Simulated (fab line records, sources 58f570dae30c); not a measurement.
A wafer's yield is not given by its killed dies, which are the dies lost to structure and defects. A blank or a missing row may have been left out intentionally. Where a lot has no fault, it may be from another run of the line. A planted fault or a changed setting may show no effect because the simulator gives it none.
Lot-split experiment | flow berkeley cmos170 | 27 wafers read across 5 lots, on a route 331 steps long

## THE SPLIT
At UCB170_V1_CVD_00 (deposits SiO2 from TEOS/O2, target thk 2000 nm, time 250 s), the setting time s was moved away from the recipe's 250 s on 9 of the 27 wafers read, by -35.8% to +49.5%. All remaining wafers had this setting at the recipe value.

The file shows no step between the split and the reading.

## THE READING
V1_TEOS_THK in nanometres, read at UCB170_V1_THK_MEAS_01. Fault-free wafers of this fab line usually give 2006 nm, standard deviation 29 nm.

wafer  | tool, chamber at the split | time s as run, s | against the recipe | V1_TEOS_THK, nm | against lot-mates on the recipe
L074.1 | pecvd-02, 1                | 289.1            | +15.6%             | 2242            | +224
L074.2 | pecvd-02, 2                | 250              | recipe             | 2011            | -
L074.3 | pecvd-02, 0                | 289.1            | +15.6%             | 2302            | +284
L074.4 | pecvd-02, 0                | 289.1            | +15.6%             | 2327            | +309
L074.5 | pecvd-02, 2                | 250              | recipe             | 2057            | -
L074.6 | pecvd-02, 1                | 250              | recipe             | 1985            | -
L077.1 | pecvd-02, 2                | 250              | recipe             | 2032            | -
L077.2 | pecvd-02, 1                | 250              | recipe             | 1982            | -
L077.3 | pecvd-02, 0                | 250              | recipe             | 2009            | -
L080.1 | pecvd-01, 0                | 373.8            | +49.5%             | 2997            | +989
L080.2 | pecvd-01, 1                | 373.8            | +49.5%             | 2963            | +955
L080.3 | pecvd-01, 2                | 250              | recipe             | 1979            | -
L080.4 | pecvd-01, 0                | 373.8            | +49.5%             | 3036            | +1028
L080.5 | pecvd-01, 2                | 250              | recipe             | 2014            | -
L080.6 | pecvd-01, 1                | 250              | recipe             | 2030            | -
L081.1 | pecvd-01, 2                | 250              | recipe             | 1991            | -
L081.2 | pecvd-01, 1                | 160.4            | -35.8%             | 1275            | -724
L081.3 | pecvd-01, 0                | 160.4            | -35.8%             | 1304            | -695
L081.4 | pecvd-01, 2                | 250              | recipe             | 2009            | -
L081.5 | pecvd-01, 0                | 160.4            | -35.8%             | 1303            | -696
L081.6 | pecvd-01, 1                | 250              | recipe             | 1997            | -
L085.1 | pecvd-04, 1                | 250              | recipe             | 1937            | -
L085.2 | pecvd-04, 2                | 250              | recipe             | 1947            | -
L085.3 | pecvd-04, 0                | 250              | recipe             | 1945            | -
L085.4 | pecvd-04, 0                | 250              | recipe             | 1960            | -
L085.5 | pecvd-04, 2                | 250              | recipe             | 1983            | -
L085.6 | pecvd-04, 1                | 250              | recipe             | 1956            | -

FIT RESULTS
A straight line over all 27 wafers: V1_TEOS_THK changes by +20 nm for each +1% of time s; r = +1.00; the points scatter about the line by 34 nm.
The same after taking each lot's own level away (the mean of its wafers on the recipe; 27 wafers): +19.8 nm for each +1%; r = +1.00; scatter 27 nm.
Per that fit: largest time s move, reading shift of 9.8e+02 nm.
The lots' own levels span 1954.7 to 2017.7 nm, that is 2.2 times the standard deviation above.
The two slopes are in agreement: the lot-to-lot level therefore moves the slope only a little.
Check: with one of the wafers moved furthest among these (+49.5%) left out of the fit, the line predicts +973 nm for it against its lot-mates. It came out at +989 nm against them.

## ADDITIONAL SPLITS CARRIED BY THESE WAFERS
Other splits were also applied to these wafers ahead of the reading. Each is held against what the fit with the lots' levels taken away leaves over:
other split on the same wafers      | wafers away from the commonest value | r with V1_TEOS_THK (lot level and that fit taken away)
UCB170_NWELL_OXIDATION_01 ox time s | 18                                   | +0.18
UCB170_PWELL_OXIDATION_02 ox time s | 21                                   | +0.29
UCB170_GATE_ETCH_15 target depth a  | 6                                    | +0.08
UCB170_SDANNEAL_RTA_01 time s       | 9                                    | -0.07

## THE WHOLE CHAIN: every reading that the file lists as answering this split, in the file's order
step                  | what it does                                               | reading                                                                   | change (the file's fit)              | r (the file's)
UCB170_V1_CVD_00      | deposits SiO2 from TEOS/O2, target thk 2000 nm, time 250 s | SiO2_of_V1_CVD_00.thk nm (the simulator's own value, which no gauge read) | +19.7 nm for each +1% of the setting | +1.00
UCB170_V1_THK_MEAS_01 |                                                            | V1_TEOS_THK                                                               | +19.7 for each +1% of the setting    | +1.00

## THE FILE'S OWN FIT
V1_TEOS_THK changes by +19.7 nm for each +1% of time s, r = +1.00.
